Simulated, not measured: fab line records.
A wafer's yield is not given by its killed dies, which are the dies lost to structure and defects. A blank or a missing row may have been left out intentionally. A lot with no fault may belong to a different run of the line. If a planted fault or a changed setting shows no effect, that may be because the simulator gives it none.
One fault through the eyes of 2 desks :: flow rit_cmos :: numbers are kept per desk, each desk with only its own; the story behind them comes last

## THE METROLOGY DESK
Means of the sampled wafers that have a number, per lot and without regard to the tool the lot ran on: this is what the gauges read. If a lot's mean is further than 4 standard deviations from the usual mean, the lot is out of limits and carries the mark OUT (the distance appears in the brackets).
Columns: A = NSD_OVL at RIT_NSD_OVL_MEAS_06, usual -0.5 nm; B = M1_AL_RS at RIT_M1_RS_MEAS_01, usual 0.0772 ohm/sq
lot: L777
first seen here: day 3 05:52
A: -2.1
B: 0.0769

lot: L779
first seen here: day 3 14:37
A: -0.0
B: 0.0768

lot: L782
first seen here: day 4 11:42
A: 0.6
B: 0.0779

lot: L783
first seen here: day 4 12:00
A: -0.1
B: 0.0772

lot: L785
first seen here: day 5 06:25
A: -0.4
B: 0.0784

lot: L786
first seen here: day 5 09:10
A: 0.4
B: 0.0774

lot: L787
first seen here: day 5 12:01
A: -1.3
B: 0.0775

lot: L788
first seen here: day 5 20:10
A: -0.1
B: 0.0771

lot: L789
first seen here: day 5 20:27
A: -1.3
B: 0.0779

lot: L790
first seen here: day 6 08:01
A: 0.5
B: 0.0780

lot: L791
first seen here: day 6 14:27
A: 0.0
B: 0.0769

lot: L792
first seen here: day 6 20:18
A: -0.7
B: 0.0766

lot: L793
first seen here: day 6 20:32
A: 0.3
B: 0.0770

lot: L794
first seen here: day 7 08:08
A: -0.1
B: 0.0774

lot: L800
first seen here: day 8 18:41
A: 0.5
B: 0.0776
This desk found nothing out of limits on any of the 15 lots.

## TOOL OWNER'S DESK, rtp_anneal-02
The tool's own readings at RIT_SILICIDE_RTA_06 (time 10 s, ramp up 5 s, ramp down 10 s): means of the sampled wafers that have a number, for each lot that ran on this tool. If a lot's mean is further than 4 standard deviations from the usual mean, the lot is out of limits and carries the mark OUT (the distance appears in the brackets).
Columns: A = wafer_temp_C_max at RIT_SILICIDE_RTA_06, usual 753.0
lot: L777
first seen here: day 3 09:25
A: 752.9

lot: L779
first seen here: day 3 18:01
A: 753.2

lot: L782
first seen here: day 4 15:13
A: 752.2

lot: L783
first seen here: day 4 15:27
A: 753.3

lot: L785
first seen here: day 5 09:50
A: 753.1

lot: L787
first seen here: day 5 15:35
A: 752.7

lot: L788
first seen here: day 5 23:33
A: 752.3

lot: L789
first seen here: day 6 00:02
A: 752.9

lot: L791
first seen here: day 6 17:50
A: 759.0 (+8.7) OUT

lot: L792
first seen here: day 6 23:53
A: 758.0 (+7.2) OUT

lot: L793
first seen here: day 7 00:05
A: 758.1 (+7.4) OUT
This desk's finding: out of limits on L791, L792, L793; first on L791, day 6 17:50 (wafer_temp_C_max at RIT_SILICIDE_RTA_06). In limits: L777, L779, L782, L783, L785, L787, L788, L789.

## ALL TOGETHER
An alarm could have come from the tool owner's desk at day 6 17:50, on L791, L792, L793.
Nothing out of limits was seen by the metrology desk.
The metrology desk holds a record of L791, L792, L793, inside its limits.
On rtp_anneal-02, each named lot ran RIT_SILICIDE_RTA_06.

## WHAT THE SIMULATOR HAD INSERTED
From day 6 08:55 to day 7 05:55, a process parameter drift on rtp_anneal-02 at RIT_SILICIDE_RTA_06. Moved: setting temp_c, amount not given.
Shown lots that were struck: L791, L792, L793.
Time in hours from fault onset to the first out-of-limits reading at each desk: the tool owner's desk, 9.
